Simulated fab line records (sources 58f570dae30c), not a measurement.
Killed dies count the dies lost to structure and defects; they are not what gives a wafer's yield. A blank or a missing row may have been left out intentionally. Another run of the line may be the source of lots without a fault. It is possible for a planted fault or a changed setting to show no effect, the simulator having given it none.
Split-lot study -- flow berkeley_cmos170 -- 23 wafers read across 5 lots, on a route 331 steps long

## ON THE SPLIT
At UCB170_ACTIVE_COAT_08 (resist thk 900 nm), the setting spin_rpm was moved away from the recipe's 1500 rpm on 6 of the 23 wafers read, by -6.1% to +4.7%. This setting was run at the recipe's value on the other wafers.

## FROM THE SPLIT TO THE READING: what the file shows between them, 3 steps
- UCB170_ACTIVE_PEB_11 (also split here: peb_temp_c)
- UCB170_ACTIVE_DEVELOP_12: develop time 45 s
- UCB170_ACTIVE_CD_MEAS_13: target cd 1200 nm

## THE READING
KrF_of_ACTIVE_COAT_08.thk_nm (the simulator's own value, which no gauge read), in nm, at UCB170_ACTIVE_ETCH_15 (etches Si3N4 in CH3F/Ar/O2, stops on SiO2, target depth 242 nm, time 151 s). There is no usual value for it anywhere in the file. Average 722.1 nm, standard deviation 2.7 nm, over the 17 wafers here run with the recipe.

wafer,"tool, chamber at the split","spin_rpm as run, rpm",against the recipe,"KrF_of_ACTIVE_COAT_08.thk_nm, nm",against lot-mates on the recipe
L076.1,"litho_track-01, 0",1500,recipe,722.2,-
L076.2,"litho_track-01, 0",1500,recipe,728.6,-
L076.4,"litho_track-01, 0",1500,recipe,725.4,-
L076.5,"litho_track-01, 0",1500,recipe,726.1,-
L076.6,"litho_track-01, 0",1500,recipe,723.6,-
L078.1,"litho_track-04, 0",1500,recipe,723.8,-
L078.3,"litho_track-04, 0",1500,recipe,720.1,-
L078.5,"litho_track-04, 0",1500,recipe,723.9,-
L080.1,"litho_track-01, 0",1500,recipe,718.2,-
L080.2,"litho_track-01, 0",1500,recipe,720,-
L080.3,"litho_track-01, 0",1409,-6.1%,750.1,+30.2
L080.4,"litho_track-01, 0",1409,-6.1%,748.7,+28.8
L080.5,"litho_track-01, 0",1500,recipe,721.4,-
L082.1,"litho_track-01, 0",1500,recipe,719.2,-
L082.2,"litho_track-01, 0",1417,-5.5%,746.1,+25.8
L082.4,"litho_track-01, 0",1417,-5.5%,745.7,+25.4
L082.5,"litho_track-01, 0",1500,recipe,720.3,-
L082.6,"litho_track-01, 0",1500,recipe,721.3,-
L084.1,"litho_track-02, 0",1500,recipe,720.6,-
L084.2,"litho_track-02, 0",1571,+4.7%,702.7,-17.8
L084.4,"litho_track-02, 0",1500,recipe,720.4,-
L084.5,"litho_track-02, 0",1571,+4.7%,697.3,-23.2
L084.6,"litho_track-02, 0",1500,recipe,720.5,-

FIT RESULTS
A straight line over all 23 wafers: KrF_of_ACTIVE_COAT_08.thk_nm changes by -4.49 nm for each +1% of spin_rpm; r = -0.98; the points scatter about the line by 2.6 nm.
The same after taking each lot's own level away (the mean of its wafers on the recipe; 23 wafers): -4.63 nm for each +1%; r = -0.99; scatter 1.7 nm.
The reading moves by 28 nm for the largest change in spin_rpm, on that fit.
The lots' own levels span 719.87 to 725.18 nm, that is 2.0 times the standard deviation above.
The two slopes agree, so the slope changes little with the lot-to-lot level.
Check: for one of the wafers moved furthest among these (-6.1%), held out of the fit, the line's prediction against its lot-mates is +27.8 nm. Against them it came out at +30.2 nm.

## THESE WAFERS: OTHER SPLITS
Other splits were also applied to these wafers ahead of the reading. Each is held against what the fit with the lots' levels taken away leaves over:
other split on the same wafers,wafers away from the commonest value,r with KrF_of_ACTIVE_COAT_08.thk_nm (lot level and that fit taken away)
UCB170_PWELL_CVD_05 sih2cl2_flow_sccm,10,-0.02
UCB170_ACTIVE_PEB_11 peb_temp_c,7,+0.04

## THE WHOLE CHAIN: every reading that the file lists as answering this split, in the file's order
step,what it does,reading,change (the file's fit),r (the file's)
UCB170_ACTIVE_COAT_08,resist thk 900 nm,"KrF_of_ACTIVE_COAT_08.thk_nm (the simulator's own value, which no gauge read)",-4.64 nm for each +1% of the setting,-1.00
UCB170_ACTIVE_ETCH_15,"etches Si3N4 in CH3F/Ar/O2, stops on SiO2, target depth 242 nm, time 151 s","KrF_of_ACTIVE_COAT_08.thk_nm (the simulator's own value, which no gauge read)",-4.66 nm for each +1% of the setting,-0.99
UCB170_ACTIVE_STRIP_16,strips in O2,strip_time_to_endpoint_s,withheld for each +1% of the setting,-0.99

## THE FILE'S OWN FIT
KrF_of_ACTIVE_COAT_08.thk_nm changes by -4.66 nm for each +1% of spin_rpm, r = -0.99.
